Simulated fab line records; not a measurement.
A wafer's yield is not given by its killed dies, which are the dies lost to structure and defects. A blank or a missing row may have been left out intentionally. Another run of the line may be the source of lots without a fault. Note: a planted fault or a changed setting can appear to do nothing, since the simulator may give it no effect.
Which of the tools did it? | flow ritCmos | 10 lots, 30 wafers sampled, at 5 steps of a route of 202

== WHAT THE GAUGES SHOWED, per wafer ==
RIT_NSD_OVL_MEAS_06. Usual: for NSD_OVL the level is 0.1 nm and the standard deviation is 1.3.
lot  | measured    | on         | NSD_OVL (nm)   | flag
L297 | day 3 01:28 | overlay-01 | 1.5 1.2 -0.2   | 
L298 | day 3 07:07 | overlay-02 | 1.2 1.6 -0.8   | 
L299 | day 3 11:34 | overlay-02 | -1.0 -1.1 -1.2 | 
L300 | day 3 18:59 | overlay-02 | -1.8 -0.7 0.3  | 
L306 | day 5 00:53 | overlay-02 | 0.7 -1.6 1.9   | 
L308 | day 5 10:42 | overlay-02 | -0.8 -0.4 -0.8 | 
L314 | day 6 18:00 | overlay-01 | -1.6 -0.1 0.4  | 
L317 | day 7 08:50 | overlay-02 | 1.6 2.4 0.6    | 
L319 | day 7 15:58 | overlay-02 | -2.7 -0.5 -0.3 | 
L320 | day 7 23:40 | overlay-02 | 0.0 1.5 -0.2   | 

RIT_SILICIDE_THK_MEAS_03: measures by xrf. Usual: for SILICIDE_TI_THK the level is 29.7 nm and the standard deviation is 0.47.
lot  | measured    | on           | SILICIDE_TI_THK (nm) | flag
L297 | day 3 04:47 | filmMetro-02 | 29.7 30.3 29.8       | 
L298 | day 3 10:20 | filmMetro-04 | 29.3 30.0 30.0       | 
L299 | day 3 14:47 | filmMetro-02 | 30.0 29.9 30.1       | 
L300 | day 3 22:16 | filmMetro-02 | 29.8 29.8 29.8       | 
L306 | day 5 04:24 | filmMetro-03 | 29.5 29.5 29.6       | 
L308 | day 5 13:55 | filmMetro-02 | 30.5 30.0 29.9       | 
L314 | day 6 21:11 | filmMetro-02 | 29.5 28.9 29.5       | 
L317 | day 7 12:05 | filmMetro-04 | 29.1 30.2 29.2       | 
L319 | day 7 19:30 | filmMetro-02 | 29.2 29.5 29.5       | 
L320 | day 8 02:53 | filmMetro-03 | 28.6 28.3 29.1       | 

RIT_M1_CD_MEAS_09: the cd target is 2600 nm. Usual: cdNm reads 2600.3 nm (standard deviation 2.2).
lot  | measured    | on       | cdNm (nm)            | flag
L297 | day 3 08:36 | cdSem-01 | 2599.7 2600.0 2599.2 | 
L298 | day 3 14:27 | cdSem-02 | 2599.5 2600.9 2601.8 | 
L299 | day 3 18:38 | cdSem-02 | 2596.5 2599.9 2597.6 | 
L300 | day 4 02:28 | cdSem-02 | 2598.8 2599.7 2599.0 | 
L306 | day 5 08:34 | cdSem-01 | 2599.4 2600.5 2600.4 | 
L308 | day 5 17:53 | cdSem-02 | 2590.1 2593.8 2594.3 | OFF
L314 | day 7 01:17 | cdSem-01 | 2601.1 2598.1 2599.0 | 
L317 | day 7 16:16 | cdSem-02 | 2598.8 2597.6 2598.2 | 
L319 | day 7 23:37 | cdSem-02 | 2596.7 2595.6 2597.5 | 
L320 | day 8 07:09 | cdSem-01 | 2599.1 2597.7 2597.1 | 

== TOOL THAT RAN EACH LOT (tool first, then ch and the chambers of the sampled wafers, then the start) ==
lot  | RIT_CONTACT_CVD_00             | RIT_M1_EXPOSE_06
L297 | pecvd-01 ch 1,2, day 3 05:01   | ilineStepper-02 ch 0, day 3 08:10
L298 | pecvd-03 ch 0,2, day 3 10:33   | ilineStepper-01 ch 0, day 3 13:52
L299 | pecvd-02 ch 0,1, day 3 15:01   | ilineStepper-01 ch 0, day 3 18:13
L300 | pecvd-01 ch 1,2, day 3 22:33   | ilineStepper-02 ch 0, day 4 02:02
L306 | pecvd-01 ch 1, day 5 04:38     | ilineStepper-02 ch 0, day 5 08:07
L308 | pecvd-02 ch 0,1,2, day 5 14:09 | ilineStepper-01 ch 0, day 5 17:27
L314 | pecvd-02 ch 0,1, day 6 21:25   | ilineStepper-02 ch 0, day 7 00:50
L317 | pecvd-02 ch 0,1,2, day 7 12:21 | ilineStepper-02 ch 0, day 7 15:50
L319 | pecvd-03 ch 0,1, day 7 19:46   | ilineStepper-02 ch 0, day 7 23:11
L320 | pecvd-02 ch 0,1,2, day 8 03:07 | ilineStepper-02 ch 0, day 8 06:43
- RIT_CONTACT_CVD_00: deposits SiO2 from TEOS, target thk 400 nm, time 63.48 s.
- RIT_M1_EXPOSE_06: exposes mask M12, target cd 2600 nm.

== WHAT THE TOOLS THEMSELVES READ (means of the sampled wafers that have a number; where no wafer has one, the mark that the record gives instead) ==
RIT_CONTACT_CVD_00. Usual: heaterPowerW reads 330 W (standard deviation 61).
lot  | tool     | heaterPowerW (W) | flag
L297 | pecvd-01 | 373              | 
L298 | pecvd-03 | 321              | 
L299 | pecvd-02 | 273              | 
L300 | pecvd-01 | 377              | 
L306 | pecvd-01 | 354              | 
L308 | pecvd-02 | 320              | 
L314 | pecvd-02 | 287              | 
L317 | pecvd-02 | 313              | 
L319 | pecvd-03 | 336              | 
L320 | pecvd-02 | 323              | 

RIT_M1_EXPOSE_06. Usual: exposureDoseMJCm2 reads 251.85 (standard deviation 0.25).
lot  | tool            | exposureDoseMJCm2 | flag
L297 | ilineStepper-02 | 252.24            | 
L298 | ilineStepper-01 | 251.88            | 
L299 | ilineStepper-01 | 251.96            | 
L300 | ilineStepper-02 | 251.92            | 
L306 | ilineStepper-02 | 252.16            | 
L308 | ilineStepper-01 | 250.23            | OFF
L314 | ilineStepper-02 | 251.90            | 
L317 | ilineStepper-02 | 251.84            | 
L319 | ilineStepper-02 | 251.81            | 
L320 | ilineStepper-02 | 251.68            | 

== THE ANSWER, worked out from the rows above alone ==
Rule: a lot is off if the mean of its wafers that have a number lies more than 3 standard deviations from the usual mean. Also off: a lot with no number at a reading for which 4 or more lots have one. Any other lot the step has rows for is counted as sound. After the gauges, taken in route order, come the tools' own readings; for these a lot's mean is taken, as printed above. At the first step where some lot is off, the reading lying furthest off is the one used; lots without a number count as furthest.
Off at RIT_M1_CD_MEAS_09 (cdNm): L308.
A tool fits if, at a process step before that reading, it ran every lot that is off, and no sound lot after the first of them. The gauges at RIT_M1_CD_MEAS_09 aren't tried: what is off there is off at RIT_M1_EXPOSE_06 too, on other tools, and a gauge's error can't cause that. One candidate fits, namely ilineStepper-01 at RIT_M1_EXPOSE_06. A fault onset in the window from L299 (day 3 18:13, its last sound lot) to L308 (day 5 17:27, its first lot off) fits.
The tool's own readings at RIT_M1_EXPOSE_06 bear it out: on the lots that are off they differ by more than 5 times the standard deviation of the sound lots' means. exposureDoseMJCm2 reads 250.23 there against 251.93 on the sound lots.

== WHAT THE SIMULATOR PUT IN ==
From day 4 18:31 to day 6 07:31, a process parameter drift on ilineStepper-01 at RIT_M1_EXPOSE_06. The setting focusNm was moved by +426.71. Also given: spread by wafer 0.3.
Struck lots among those shown: L308. This agrees with what the rule above found.
